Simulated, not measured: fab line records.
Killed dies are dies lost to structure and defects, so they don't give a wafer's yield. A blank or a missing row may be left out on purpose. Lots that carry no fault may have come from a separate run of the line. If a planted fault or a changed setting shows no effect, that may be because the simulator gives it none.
The same fault as seen by 2 desks || flow berkeley cmos170 || every desk sees just its own numbers, and what lay behind them comes last

## THE TOOL OWNER'S DESK: implanter-03
The tool's own readings at UCB170_PFIELD_IMPLANT_07, given as means over the sampled wafers that have a number, one for each lot that went through this tool. A lot is out of limits, marked OUT, if its mean lies more than 4 standard deviations from the usual mean; the brackets give that distance.
Columns: A = dose ions cm2 at UCB170_PFIELD_IMPLANT_07, usual 1.9996e+13; B = faraday current uA at UCB170_PFIELD_IMPLANT_07, usual 63.5
{"lot": "L784", "first seen here": "day 4 05:58", "A": 1.9989e+13, "B": 64.0}
{"lot": "L786", "first seen here": "day 4 12:32", "A": 1.9973e+13, "B": 62.8}
{"lot": "L787", "first seen here": "day 5 01:59", "A": 2.0005e+13, "B": 62.2}
{"lot": "L789", "first seen here": "day 5 05:37", "A": 1.9991e+13, "B": 62.5}
{"lot": "L790", "first seen here": "day 5 17:33", "A": 1.9997e+13, "B": 63.9}
{"lot": "L791", "first seen here": "day 6 01:21", "A": 1.9981e+13, "B": 62.5}
{"lot": "L794", "first seen here": "day 6 11:06", "A": 1.9999e+13, "B": 64.2}
{"lot": "L798", "first seen here": "day 7 04:38", "A": "3.1988e+13 (+99 or more) OUT", "B": "102.2 (+30) OUT"}
{"lot": "L797", "first seen here": "day 7 04:46", "A": "3.2012e+13 (+99 or more) OUT", "B": "101.2 (+29) OUT"}
{"lot": "L801", "first seen here": "day 7 08:45", "A": "3.2000e+13 (+99 or more) OUT", "B": "103.9 (+31) OUT"}
Finding of this desk: L797, L798, L801 out of limits; the first was L798 at day 7 04:38, on dose ions cm2 at UCB170_PFIELD_IMPLANT_07. In limits: L784, L786, L787, L789, L790, L791, L794.

## THE METROLOGY DESK
What the gauges read, lot by lot, whatever tool the lot ran on: means of the sampled wafers that have a number. A lot is out of limits, marked OUT, if its mean lies more than 4 standard deviations from the usual mean; the brackets give that distance.
Columns: A = NWELL_NITRIDE_THK at UCB170_NWELL_THK_MEAS_05, usual 225.4 nm; B = PFIELD_TW at UCB170_PFIELD_TW_MEAS_09, usual 597; C = V2_TEOS_THK at UCB170_V2_THK_MEAS_01, usual 2000 nm; D = V2_OVL at UCB170_V2_OVL_MEAS_13, usual -3 nm
{"lot": "L784", "first seen here": "day 2 02:05", "A": 222.9, "B": 604, "C": 2031, "D": -3}
{"lot": "L786", "first seen here": "day 2 15:48", "A": 227.9, "B": 604, "C": 2023, "D": 2}
{"lot": "L787", "first seen here": "day 2 19:53", "A": 229.0, "B": 594, "C": 1989, "D": 1}
{"lot": "L789", "first seen here": "day 3 07:18", "A": 225.7, "B": 593, "C": 2025, "D": -11}
{"lot": "L790", "first seen here": "day 3 14:13", "A": 226.0, "B": 588, "C": 2011, "D": 0}
{"lot": "L791", "first seen here": "day 3 18:08", "A": 226.9, "B": 595, "C": 1970, "D": -11}
{"lot": "L793", "first seen here": "day 4 04:08", "A": 224.5, "B": 595, "C": 2031, "D": -1}
{"lot": "L795", "first seen here": "day 4 11:40", "A": 227.2, "B": 605, "C": 2010, "D": -5}
{"lot": "L794", "first seen here": "day 4 11:40", "A": 224.9, "B": 606, "C": 2023, "D": 2}
{"lot": "L797", "first seen here": "day 5 02:29", "A": 224.1, "B": "700 (+18) OUT", "C": 1952, "D": 4}
{"lot": "L798", "first seen here": "day 5 06:01", "A": 226.2, "B": "701 (+18) OUT", "C": 1973, "D": 6}
{"lot": "L799", "first seen here": "day 5 06:55", "A": 226.0, "B": 602, "C": 1985, "D": -5}
{"lot": "L801", "first seen here": "day 5 18:13", "A": 221.6, "B": "692 (+16) OUT", "C": 1987, "D": -2}
{"lot": "L804", "first seen here": "day 6 08:23", "A": 226.4, "B": 603, "C": 1950, "D": -3}
{"lot": "L806", "first seen here": "day 6 16:51", "A": 221.8, "B": 601, "C": 2026, "D": -8}
This desk's finding: out of limits on L797, L798, L801; first on L798, day 7 04:52 (PFIELD_TW at UCB170_PFIELD_TW_MEAS_09). In limits: L784, L786, L787, L789, L790, L791, L793, L795, L794, L799, L804, L806.

## TAKEN TOGETHER
At day 7 04:38, on L797, L798, L801, the tool owner's desk was in a position to raise an alarm.
An alarm was possible from the metrology desk at day 7 04:52, on L797, L798, L801.
UCB170_PFIELD_IMPLANT_07 was run on implanter-03 by each of the lots named.

## WHAT THE SIMULATOR PUT IN
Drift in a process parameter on implanter-03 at UCB170_PFIELD_IMPLANT_07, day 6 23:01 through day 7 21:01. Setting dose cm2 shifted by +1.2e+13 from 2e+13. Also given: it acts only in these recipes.
Struck lots among those shown: L797, L798, L801.
Hours from the fault's start to each desk's first reading out of limits: the tool owner's desk, 6; the metrology desk, 6.
